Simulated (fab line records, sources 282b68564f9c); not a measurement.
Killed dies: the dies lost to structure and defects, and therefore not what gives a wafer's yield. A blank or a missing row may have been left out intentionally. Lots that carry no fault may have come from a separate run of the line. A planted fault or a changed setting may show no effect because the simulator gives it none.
Split-lot trial + flow ritCmos + 21 wafers read across 4 lots, on a route 202 steps long

THE SPLIT
At RIT_PRETRO_IMPLANT_08, the setting energyKev was moved away from the recipe's 45 on 6 of the 21 wafers read, by -4.3% to -4.3%. This setting was run at the recipe's value on the other wafers.

The reading is taken at the split's own step.

THE READING
implant.drpNm (the simulator's own value, which no gauge read), in nm, at RIT_PRETRO_IMPLANT_08. The file does not state a usual value for it.

| wafer  | tool, chamber at the split | energyKev as run | against the recipe | implant.drpNm, nm | against lot-mates on the recipe |
|--------|----------------------------|------------------|--------------------|-------------------|---------------------------------|
| L078.2 | implanter-04, 0            | 45               | recipe             | 55.07             | -                               |
| L078.5 | implanter-04, 0            | 45               | recipe             | 55.07             | -                               |
| L078.6 | implanter-04, 0            | 45               | recipe             | 55.07             | -                               |
| L080.1 | implanter-04, 0            | 45               | recipe             | 55.07             | -                               |
| L080.3 | implanter-04, 0            | 45               | recipe             | 55.07             | -                               |
| L080.4 | implanter-04, 0            | 45               | recipe             | 55.07             | -                               |
| L080.2 | implanter-04, 0            | 43.05            | -4.3%              | 53.63             | -1.44                           |
| L080.5 | implanter-04, 0            | 43.05            | -4.3%              | 53.63             | -1.44                           |
| L080.6 | implanter-04, 0            | 43.05            | -4.3%              | 53.63             | -1.44                           |
| L081.1 | implanter-03, 0            | 45               | recipe             | 55.07             | -                               |
| L081.3 | implanter-03, 0            | 45               | recipe             | 55.07             | -                               |
| L081.5 | implanter-03, 0            | 45               | recipe             | 55.07             | -                               |
| L081.2 | implanter-03, 0            | 43.06            | -4.3%              | 53.64             | -1.43                           |
| L081.4 | implanter-03, 0            | 43.06            | -4.3%              | 53.64             | -1.43                           |
| L081.6 | implanter-03, 0            | 43.06            | -4.3%              | 53.64             | -1.43                           |
| L085.1 | implanter-01, 0            | 45               | recipe             | 55.07             | -                               |
| L085.2 | implanter-01, 0            | 45               | recipe             | 55.07             | -                               |
| L085.3 | implanter-01, 0            | 45               | recipe             | 55.07             | -                               |
| L085.4 | implanter-01, 0            | 45               | recipe             | 55.07             | -                               |
| L085.5 | implanter-01, 0            | 45               | recipe             | 55.07             | -                               |
| L085.6 | implanter-01, 0            | 45               | recipe             | 55.07             | -                               |

THE FIT
A straight line over all 21 wafers: implant.drpNm changes by +0.332 nm for each +1% of energyKev; r = +1.00; the points scatter about the line by 0.00074 nm.
The same after taking each lot's own level away (the mean of its wafers on the recipe; 21 wafers): +0.332 nm for each +1%; r = +1.00; scatter 0.00074 nm.
On that fit, the largest move of energyKev shifts the reading by 1.4 nm.
The lots' own levels span 55.070 to 55.070 nm.
Consequently the slope shifts little with the lot-to-lot level, the two slopes agreeing.
Check: with one of the wafers moved furthest among these (-4.3%) left out of the fit, the line predicts -1.44 nm for it against its lot-mates. Against them it came out at -1.44 nm.

THE OTHER SPLITS THESE WAFERS WENT THROUGH
Before the reading, these wafers also passed through other splits. Each is held against what the fit with the lots' levels taken away leaves over:
| other split on the same wafers   | wafers away from the commonest value | r with implant.drpNm (lot level and that fit taken away) |
|----------------------------------|--------------------------------------|----------------------------------------------------------|
| RIT_ACTIVE_EXPOSE_08 doseMj      | 6                                    | +0.51                                                    |
| RIT_ACTIVE_ETCH_13 pressureMtorr | 6                                    | +0.59                                                    |
| RIT_ACTIVE_ETCH_13 overEtchFrac  | 3                                    | -0.51                                                    |
| RIT_NWELL_IMPLANT_08 doseCm2     | 9                                    | -0.02                                                    |

THE WHOLE CHAIN: every reading that the file lists as answering this split, in the file's order
| step                  | what it does | reading                                                        | change (the file's fit)               | r (the file's) |
|-----------------------|--------------|----------------------------------------------------------------|---------------------------------------|----------------|
| RIT_PRETRO_IMPLANT_08 |              | implant.rpNm (the simulator's own value, which no gauge read)  | +1.4 nm for each +1% of the setting   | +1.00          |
| RIT_PRETRO_IMPLANT_08 |              | implant.drpNm (the simulator's own value, which no gauge read) | +0.332 nm for each +1% of the setting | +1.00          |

FILE'S OWN FIT
implant.drpNm changes by +0.332 nm for each +1% of energyKev, r = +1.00.
